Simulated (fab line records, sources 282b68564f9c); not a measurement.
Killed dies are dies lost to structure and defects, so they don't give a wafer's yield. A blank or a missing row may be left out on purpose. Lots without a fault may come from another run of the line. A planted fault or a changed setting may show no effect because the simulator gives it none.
A struck lot beside a sound one | flow rit_cmos | 15 steps out of a route of 202
Sound: wafers L743.2, L743.3, L743.4. Struck: wafers L738.2, L738.3, L738.4. The cause comes at the end.
At each step with rows: each side's tool, then ch and its chambers, then its first start. Under that, the readings that differ: sound wafers | struck wafers | difference of the means | sigmas: that difference in standard deviations of wafers without a fault.
alike: readings whose means differ by less than 2 such deviations, and words and numbers that are the same on both sides. not compared: withheld readings, readings that some wafer has no value for, bounds like >300 that may hide the same value, and numbers for which the record gives no deviation and whose values overlap.
The two part at a step that has a row with sigmas, a row that says differs or no value, or rows on one side only. Numbers that don't overlap but have no deviation are shown without sigmas and don't part them. A reading that every wafer of one side lacks parts them only if that side has two wafers or more.

first, 4 steps without rows for these wafers: RIT_PSD_SOFTBAKE_02 (time 60 s); RIT_PSD_EXPOSE_03 (exposes mask M10, target cd 40900 nm); RIT_PSD_PEB_04; RIT_PSD_DEVELOP_05 (develop time 50 s).
RIT_PSD_OVL_MEAS_06:
  sound on overlay-02, day 7 13:50; struck on overlay-01, day 6 08:08
  reading      | sound          | struck      | difference | sigmas
  PSD_OVL (nm) | -1.9 -0.3 -2.3 | 1.7 1.8 3.1 | +3.7       | +3
then, 2 steps without rows for these wafers: RIT_PSD_HARDBAKE_07 (time 60 s); RIT_PSD_IMPLANT_08.
RIT_PSD_STRIP_09: strips in O2, time 180 s.
  sound on plasma_asher-02 ch 0,1, day 7 14:10; struck on plasma_asher-04 ch 0,1, day 6 08:28
  alike: drypump_motor_current_A
  not compared: rf_hours_counter_h
RIT_PSD_TW_MEAS_10:
  sound on film_metro-01, day 7 14:21; struck on film_metro-04, day 6 08:38
  alike: PSD_TW
then, 3 steps without rows for these wafers: RIT_SDANNEAL_CLEAN_00 (cleans in SC1, time 579.2 s); RIT_SDANNEAL_CLEAN_01 (cleans in dHF, time 30 s); RIT_SDANNEAL_CLEAN_02 (cleans in SC2, time 600 s).
RIT_SDANNEAL_RTA_03: time 4.891 s.
  sound on rtp_anneal-01 ch 0, day 7 14:46; struck on rtp_anneal-02 ch 0, day 6 09:25
  reading          | sound                | struck            | difference | sigmas
  wafer_temp_C_max | 1054.3 1053.7 1053.3 | 988.9 986.5 991.0 | -65.0      | -54
RIT_SDANNEAL_RS_MEAS_04: measures by four-point-probe.
  sound on film_metro-03, day 7 14:50; struck on film_metro-04, day 6 09:51
  reading         | sound             | struck            | difference | sigmas
  PSD_RS (ohm/sq) | 116.2 116.1 116.1 | 166.2 166.1 166.1 | +50.0      | +99 or more
  not compared: hold
RIT_M1_PROBE_99:
  the record has rows for the sound wafers here (prober-01, day 7 22:58) and none for the struck ones

WHERE THEY PART
First at RIT_PSD_OVL_MEAS_06; last, within this record, at RIT_M1_PROBE_99.

WHY: what the simulator had put in
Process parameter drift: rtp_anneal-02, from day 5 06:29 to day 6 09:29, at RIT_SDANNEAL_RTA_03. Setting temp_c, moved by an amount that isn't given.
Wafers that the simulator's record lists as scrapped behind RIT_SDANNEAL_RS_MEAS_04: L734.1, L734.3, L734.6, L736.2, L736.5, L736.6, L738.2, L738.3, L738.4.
